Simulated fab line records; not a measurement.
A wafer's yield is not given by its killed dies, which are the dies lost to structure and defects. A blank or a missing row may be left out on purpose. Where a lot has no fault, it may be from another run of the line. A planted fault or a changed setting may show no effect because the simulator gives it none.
The tool behind it: which one? | flow rit_cmos | 7 lots, 21 wafers sampled, at 2 steps of a route of 202

## WHAT THE GAUGES READ, wafer by wafer
RIT_NLDD_OVL_MEAS_06.
lot  | measured    | on         | NLDD_OVL (nm)
L358 | day 3 00:11 | overlay-01 | -1.8 -3.0 -2.8
L362 | day 4 00:15 | overlay-01 | 0.7 0.3 -0.5
L366 | day 4 20:05 | overlay-01 | 2.2 2.5 3.0
L370 | day 5 17:19 | overlay-01 | -1.3 0.8 0.8
L373 | day 6 05:31 | overlay-01 | 0.8 1.8 1.1
L376 | day 6 22:20 | overlay-02 | -299.4 -300.5 -300.1
L379 | day 7 12:31 | overlay-02 | -300.4 -299.9 -299.2

## TOOL THAT RAN EACH LOT (tool first, then ch and the chambers of the sampled wafers, then the start)
lot  | RIT_NLDD_EXPOSE_03
L358 | iline_stepper-01 ch 0, day 2 23:47
L362 | iline_stepper-02 ch 0, day 3 23:52
L366 | iline_stepper-01 ch 0, day 4 19:41
L370 | iline_stepper-01 ch 0, day 5 16:55
L373 | iline_stepper-02 ch 0, day 6 05:07
L376 | iline_stepper-01 ch 0, day 6 21:56
L379 | iline_stepper-01 ch 0, day 7 12:07
- RIT_NLDD_EXPOSE_03: exposes mask M7, target cd 40700 nm.

## THE ANSWER, worked out from the rows above alone
Rule: usual is defined by the lots themselves. Put in order of their means at a reading, lots are off if they are a third of the lots or fewer, leave a main group of 4 or more, and stand apart from it by a gap of 3 or more times the standard deviation of the main group's means; of several such gaps the widest counts. The tables above print the reading to a certain number of digits; a main group whose means all agree to those digits is not used. Also off: a lot with no number at a reading for which 4 or more lots have one. Any other lot the step has rows for is counted as sound.
Off: L376, L379, at RIT_NLDD_OVL_MEAS_06 (NLDD_OVL). Main group: mean 0.3 nm, sd 1.7.
If a tool, at a process step before that reading, ran all the lots that are off and no sound lot after the first of them, it fits. Those tools and the gauges at RIT_NLDD_OVL_MEAS_06 are tried in the same way. Undecided on this evidence; 2 tools fit (iline_stepper-01 at RIT_NLDD_EXPOSE_03, overlay-02 at RIT_NLDD_OVL_MEAS_06).

## WHAT THE SIMULATOR PUT IN
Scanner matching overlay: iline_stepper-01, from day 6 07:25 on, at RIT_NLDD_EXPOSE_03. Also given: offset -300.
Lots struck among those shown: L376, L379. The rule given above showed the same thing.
